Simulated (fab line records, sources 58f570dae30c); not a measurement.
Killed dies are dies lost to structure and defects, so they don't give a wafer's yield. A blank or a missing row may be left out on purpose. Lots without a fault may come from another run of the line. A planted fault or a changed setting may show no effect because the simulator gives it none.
Split-lot experiment | flow berkeley_cmos170 | 5 lots, 23 wafers read, on a route of 331 steps

THE SPLIT
At UCB170_M3_SPUTTER_01 (material Al, target thk 900 nm, time 120 s), the setting time_s was moved away from the recipe's 120 s on 8 of the 23 wafers read, by -14.6% to -13.7%. The other wafers ran this setting at the recipe's value.

FROM THE SPLIT TO THE READING: what the file shows between them, 2 steps
- UCB170_M3_RS_MEAS_02: measures by four-point-probe
- UCB170_M3_THK_MEAS_03: measures by xrf

THE READING
oes_product_au, in a.u., at UCB170_M3_METAL_ETCH_18 (etches Al in Cl2/BCl3, stops on SiO2, target depth 1170 nm, time 195 s). Fault-free wafers of this fab line usually give 0.859 a.u., standard deviation 0.018 a.u..

wafer  | tool, chamber at the split | time_s as run, s | against the recipe | oes_product_au, a.u. | against lot-mates on the recipe
L078.1 | pvd_sputter-03, -          | 102.8            | -14.3%             | 0.795                | -0.066
L078.2 | pvd_sputter-03, -          | 120              | recipe             | 0.860                | -
L078.4 | pvd_sputter-03, -          | 102.8            | -14.3%             | 0.785                | -0.076
L078.5 | pvd_sputter-03, -          | 120              | recipe             | 0.861                | -
L078.6 | pvd_sputter-03, -          | 102.8            | -14.3%             | 0.800                | -0.060
L077.1 | pvd_sputter-03, -          | 120              | recipe             | 0.875                | -
L077.2 | pvd_sputter-03, -          | 103.5            | -13.7%             | 0.789                | -0.073
L077.3 | pvd_sputter-03, -          | 120              | recipe             | 0.872                | -
L077.4 | pvd_sputter-03, -          | 120              | recipe             | 0.840                | -
L077.5 | pvd_sputter-03, -          | 103.5            | -13.7%             | 0.778                | -0.084
L080.1 | pvd_sputter-04, -          | 120              | recipe             | 0.842                | -
L080.3 | pvd_sputter-04, -          | 120              | recipe             | 0.846                | -
L080.5 | pvd_sputter-04, -          | 120              | recipe             | 0.863                | -
L085.1 | pvd_sputter-03, -          | 102.5            | -14.6%             | 0.791                | -0.079
L085.2 | pvd_sputter-03, -          | 102.5            | -14.6%             | 0.782                | -0.088
L085.3 | pvd_sputter-03, -          | 102.5            | -14.6%             | 0.777                | -0.093
L085.5 | pvd_sputter-03, -          | 120              | recipe             | 0.861                | -
L085.6 | pvd_sputter-03, -          | 120              | recipe             | 0.879                | -
L084.1 | pvd_sputter-04, -          | 120              | recipe             | 0.874                | -
L084.3 | pvd_sputter-04, -          | 120              | recipe             | 0.851                | -
L084.4 | pvd_sputter-04, -          | 120              | recipe             | 0.866                | -
L084.5 | pvd_sputter-04, -          | 120              | recipe             | 0.891                | -
L084.6 | pvd_sputter-04, -          | 120              | recipe             | 0.828                | -

THE FIT
A straight line over all 23 wafers: oes_product_au changes by +0.00514 a.u. for each +1% of time_s; r = +0.93; the points scatter about the line by 0.015 a.u..
The same after taking each lot's own level away (the mean of its wafers on the recipe; 23 wafers): +0.00542 a.u. for each +1%; r = +0.94; scatter 0.014 a.u..
On that fit, the largest move of time_s shifts the reading by 0.079 a.u..
The lots' own levels span 0.8503 to 0.8700 a.u., that is 1.1 times the standard deviation above.
So the lot-to-lot level changes the slope little: the two slopes agree.
Check: with one of the wafers moved furthest among these (-14.6%) left out of the fit, the line predicts -0.079 a.u. for it against its lot-mates. It came out at -0.079 a.u. against them.

OTHER SPLITS ON THESE WAFERS
These wafers also went through other splits before the reading. Each is held against what the fit with the lots' levels taken away leaves over:
other split on the same wafers | wafers away from the commonest value | r with oes_product_au (lot level and that fit taken away)
UCB170_V1_PEB_10 peb_temp_c    | 11                                   | -0.02
UCB170_M2_EXPOSE_12 dose_mj    | 8                                    | +0.04
UCB170_M2_ETCH_17 source_w     | 4                                    | +0.04

THE WHOLE CHAIN: every reading that the file lists as answering this split, in the file's order
step                    | what it does                                                           | reading                                                                     | change (the file's fit)                   | r (the file's)
UCB170_M3_SPUTTER_01    | material Al, target thk 900 nm, time 120 s                             | Al_of_M3_SPUTTER_01.thk_nm (the simulator's own value, which no gauge read) | +9.22 nm for each +1% of the setting      | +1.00
UCB170_M3_RS_MEAS_02    | measures by four-point-probe                                           | M3_AL_RS                                                                    | -0.000387 for each +1% of the setting     | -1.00
UCB170_M3_THK_MEAS_03   | measures by xrf                                                        | M3_AL_THK                                                                   | +9.2 for each +1% of the setting          | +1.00
UCB170_M3_METAL_ETCH_18 | etches Al in Cl2/BCl3, stops on SiO2, target depth 1170 nm, time 195 s | oes_product_au                                                              | +0.00546 a.u. for each +1% of the setting | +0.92

THE FILE'S OWN FIT
oes_product_au changes by +0.00546 a.u. for each +1% of time_s, r = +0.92.
